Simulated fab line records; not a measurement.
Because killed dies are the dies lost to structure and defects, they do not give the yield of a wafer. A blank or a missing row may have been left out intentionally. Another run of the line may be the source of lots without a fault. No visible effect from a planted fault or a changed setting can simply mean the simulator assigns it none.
A struck lot beside a sound one -- flow berkeleyCmos170 -- 15 out of 331 route steps
Sound: wafers L241.1, L241.2, L241.5. Wafers struck: L246.1, L246.3, L246.6. At the end, the cause is stated.
Each step with rows lists, per side, the tool, then ch with its chambers, then its first start. Under that, the readings that differ: sound wafers -- struck wafers -- difference of the means -- sigmas: that difference in standard deviations of wafers without a fault.
alike: readings whose means differ by less than 2 such deviations, and words and numbers that are the same on both sides. not compared: withheld readings, readings that some wafer has no value for, bounds like >300 that may hide the same value, and numbers for which the record gives no deviation and whose values overlap.
Wherever a step has rows on one side only, a row that says differs or no value, or a row with sigmas, the two part there. Numbers that don't overlap but have no deviation are shown without sigmas and don't part them. A reading that every wafer of one side lacks parts them only if that side has two wafers or more.

first, 1 step without rows for these wafers: UCB170_M2_SOFTBAKE_06 (time 60 s).
UCB170_M2_STRIP_07: strips in O2.
  sound on plasmaAsher-04 ch 0,1, day 8 08:59; struck on plasmaAsher-04 ch 0,1, day 9 18:10
  alike: drypumpMotorCurrentA, oesProductAu, stripTimeToEndpointS
  not compared: rfHoursCounterH
then, 7 steps without rows for these wafers: UCB170_M2_STRIP_08 (strips KrF in DMSO, time 600 s); UCB170_M2_COAT_09; UCB170_M2_COAT_10 (resist thk 900 nm); UCB170_M2_SOFTBAKE_11 (time 60 s); UCB170_M2_EXPOSE_12 (exposes mask METAL2, target cd 700 nm); UCB170_M2_PEB_13; UCB170_M2_DEVELOP_14 (develop time 45 s).
UCB170_M2_CD_MEAS_15 targets a cd of 700 nm.
  struck on cdSem-01, day 9 19:31; sound on cdSem-02, day 8 10:49
  alike: cdNm
UCB170_M2_OVL_MEAS_16:
  struck on overlay-02, day 9 19:38; sound on overlay-02, day 8 10:56
  alike: M2_OVL
UCB170_M2_ETCH_17: etches BARC in N2/H2.
  sound on rieDiel-03 ch 1,2, day 8 10:58; struck on rieDiel-01 ch 0,1,2, day 9 19:41
  alike: drypumpMotorCurrentA, oesProductAu, throttleValvePct
UCB170_M2_METAL_ETCH_18: etches Al in Cl2/BCl3, stops on SiO2, target depth 1170 nm, time 195 s.
  sound on rieMetal-02 ch 0,1, day 8 11:01; struck on rieMetal-02 ch 1, day 9 19:43
reading,sound,struck,difference,sigmas
oesProductAu (a.u.),0.860 0.847 0.858,0.950 0.940 0.933,+0.086,+11
runLengthS (s),223.3 222.3 223.4,206.7 206.8 207.2,-16.1,-32
model.KrF_of_M2_COAT_10.thkNm (nm),190.2 182.7 195.2,244.1 240.9 244,+53.6,
model.SiO2_of_V1_CVD_00.thkNm (nm),937.4 936 937.3,940.5 942.4 941.1,+4.4,
  alike: drypumpMotorCurrentA, heBacksideLeakSccm, throttleValvePct
  not compared: rfHoursCounterH
UCB170_M2_STRIP_19: strips in O2.
  sound on plasmaAsher-01 ch 0,1, day 8 11:12; struck on plasmaAsher-02 ch 0,1, day 9 20:06
reading,sound,struck,difference,sigmas
oesProductAu (a.u.),0.520 0.518 0.528,0.576 0.563 0.576,+0.050,+2
  alike: drypumpMotorCurrentA
  not compared: rfHoursCounterH
then, 1 step without rows for these wafers: UCB170_M3_PROBE_99.

## WHERE THEY PART
Earliest at UCB170_M2_METAL_ETCH_18; latest, in this record, at UCB170_M2_STRIP_19.

WHY: whatever the simulator had introduced
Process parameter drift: rieMetal-02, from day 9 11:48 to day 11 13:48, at UCB170_M2_METAL_ETCH_18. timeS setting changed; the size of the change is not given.
